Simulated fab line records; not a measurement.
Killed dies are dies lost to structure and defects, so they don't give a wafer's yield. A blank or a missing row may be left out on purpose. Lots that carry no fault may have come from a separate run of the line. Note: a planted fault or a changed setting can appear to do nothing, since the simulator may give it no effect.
Code-filled problem report in 8D (eight disciplines) form    flow berkeley-cmos170    the parts of the form that need people (team, actions taken, sign-off) are left out

## 1. WHAT IS WRONG
Wafers free of any fault read 75.61 ohm/sq (standard deviation 0.3) for PSD_RS at UCB170_SDANNEAL_RS_MEAS_02, against a mean of 79.76 ohm/sq on 6 wafers of 2 lots. Measured from the usual mean, that is +14 standard deviations.
The step: measures by four-point-probe.
First seen on wafer L854.3, day 9 20:08, on film-metro-02. Wafers with a number at this step in the record: 42, from 14 lots. By rule, "out" or "out of limits" means more than 4 standard deviations away from the usual mean. The other wafers with a number count as sound.

## 2. WHAT IT IS; WHAT IT IS NOT
question                     is                      is not
which readings at this step  PSD_RS                  -
which lots                   L854, L855              L848, L850, L860, L861, L862, L864, L866, L867, L868, L869, L870, L871
which wafers of those lots   all that have a number  -
read on which gauges         film-metro-02           film-metro-01, film-metro-03
when                         from day 9 20:08        up to then (6 sound wafers); but 30 sound wafers of L860, L861, L862, L864, L866, L867, L868, L869, L870, L871 came after

## 3. WHAT RULES OUT EACH SUSPECT
Counting: any tool at a process step up to the reading is kept as a suspect provided that every lot that is out went through it and no sound lot did after the first of them.
- ruled out: the gauge at UCB170_SDANNEAL_RS_MEAS_02. All the wafers that are out were read on film-metro-02, but those of them that UCB170_PSD_STRIP_09 has rows for are out there too, on other tools.
- implanter-03 at UCB170_PSD_IMPLANT_08: ruled out as a lasting fault. Following L854 (day 9 16:07), the first lot on it that is out, the sound lots L870, L869 were run on it.
Left after counting: nothing in the record.

## 4. THE CAUSE (what the simulator had put in)
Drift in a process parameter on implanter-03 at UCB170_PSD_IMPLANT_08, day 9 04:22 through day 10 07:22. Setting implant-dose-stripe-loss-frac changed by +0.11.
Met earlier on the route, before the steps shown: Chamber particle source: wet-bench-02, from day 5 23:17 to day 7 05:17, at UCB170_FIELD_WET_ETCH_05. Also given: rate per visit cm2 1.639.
Counting ruled it out, wrongly: the rule takes a fault to strike every lot that its tool runs from its start on, and this one did not.

## 5. THE EFFECT CHAIN, in route order
Each row: a reading where the mean over the struck wafers with a number is more than 3 standard deviations away from the usual. Scope: only readings with a usual standard deviation given in the record; hours: median across lots of the time from each lot's start at the first step in this table that gives one to its start at this step; sigmas: change in usual standard deviations.
hours  step                        reading                   usual         on struck wafers  change  sigmas
0      UCB170_PSD_STRIP_09         strip-time-to-endpoint-s  29.39 s       28.53             -0.86   -13
4      UCB170_SDANNEAL_RS_MEAS_02  PSD_RS                    75.61 ohm/sq  79.76             +4.15   +14
Its process steps:
- UCB170_PSD_STRIP_09: strips in O2.
Later measuring or inspecting steps at which every struck wafer that the step has a row for has a number for every such reading, and none has moved that far: UCB170_SILICIDE_RS_MEAS_02.

## 6. HOW IT WOULD HAVE BEEN CAUGHT EARLIER
The first out-of-limits reading at a measuring or inspecting step in this record came at day 9 20:08, 16 hours after the fault's start at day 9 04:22.
